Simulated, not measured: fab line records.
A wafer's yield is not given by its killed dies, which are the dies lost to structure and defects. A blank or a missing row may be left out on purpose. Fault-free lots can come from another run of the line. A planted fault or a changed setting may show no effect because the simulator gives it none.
One fault seen from 2 desks | flow berkeleyCmos170 | only its own numbers are on each desk; what lay behind them is given at the end

== DESK OF THE TOOL OWNER: pvdSputter-02 ==
The tool's own readings at UCB170_M2_SPUTTER_01 (material Al, target thk 900 nm, time 120 s): means of the sampled wafers that have a number, for each lot that ran on this tool. The brackets show how far a lot's mean lies from the usual mean; more than 4 standard deviations puts the lot out of limits, marked OUT.
Columns: A = throttleValvePct at UCB170_M2_SPUTTER_01, usual 30.0 %
lot  | first seen here | A
L378 | day 7 05:51     | 30.6
L386 | day 9 05:23     | 30.2
L389 | day 10 12:10    | 31.0
L390 | day 10 16:50    | 29.8
This desk's finding: nothing out of limits on any of the 4 lots.

== METROLOGY DESK ==
What the gauges read for every lot (on any tool): the sampled wafers with a number, averaged. The brackets show how far a lot's mean lies from the usual mean; more than 4 standard deviations puts the lot out of limits, marked OUT.
Columns: A = M2_AL_RS at UCB170_M2_RS_MEAS_02, usual 0.0318 ohm/sq; B = M2_AL_THK at UCB170_M2_THK_MEAS_03, usual 920 nm; C = cdNm at UCB170_M2_CD_MEAS_15, usual 700.0 nm; D = M2_OVL at UCB170_M2_OVL_MEAS_16, usual 1 nm
lot  | first seen here | A                | B              | C     | D
L378 | day 7 05:56     | 0.0319           | 918            | 699.8 | 6
L380 | day 8 07:47     | 0.0319           | 920            | 699.4 | -5
L379 | day 8 07:57     | 0.0320           | 915            | 700.0 | 2
L381 | day 8 12:49     | 0.0313           | 929            | 698.6 | 3
L382 | day 8 20:58     | 0.0313           | 942            | 700.1 | 2
L383 | day 8 21:25     | 0.0317           | 920            | 697.9 | 4
L386 | day 9 05:29     | 0.0321           | 918            | 700.7 | 5
L389 | day 10 12:14    | 0.0376 (+15) OUT | 799 (-9.3) OUT | 700.4 | -2
L393 | day 10 16:46    | 0.0315           | 938            | 699.7 | -1
L390 | day 10 16:55    | 0.0377 (+15) OUT | 808 (-8.6) OUT | 700.7 | -4
L394 | day 10 17:21    | 0.0315           | 934            | 699.0 | 3
L397 | day 11 16:34    | 0.0318           | 916            | 700.9 | 4
L401 | day 12 12:05    | 0.0317           | 918            | 700.6 | -2
L400 | day 12 12:21    | 0.0322           | 905            | 698.9 | -5
This desk finds L389, L390 out of limits, with the earliest case on L389 at day 10 12:14 (M2_AL_RS at UCB170_M2_RS_MEAS_02). In limits: L378, L380, L379, L381, L382, L383, L386, L393, L394, L397, L401, L400.

== PUT TOGETHER ==
The metrology desk could have raised an alarm at day 10 12:14, on L389, L390.
Nothing out of limits was seen by the tool owner's desk.
Tool owner's desk: L389, L390 on record, inside its limits.
All the named lots went through UCB170_M2_SPUTTER_01 on pvdSputter-02.

== WHAT THE SIMULATOR PUT IN ==
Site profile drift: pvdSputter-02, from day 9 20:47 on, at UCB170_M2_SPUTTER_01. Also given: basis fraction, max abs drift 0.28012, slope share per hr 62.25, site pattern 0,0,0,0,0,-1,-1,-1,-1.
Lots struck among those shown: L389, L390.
Time in hours between the start of the fault and the first out-of-limits reading at each desk: metrology desk, 15.
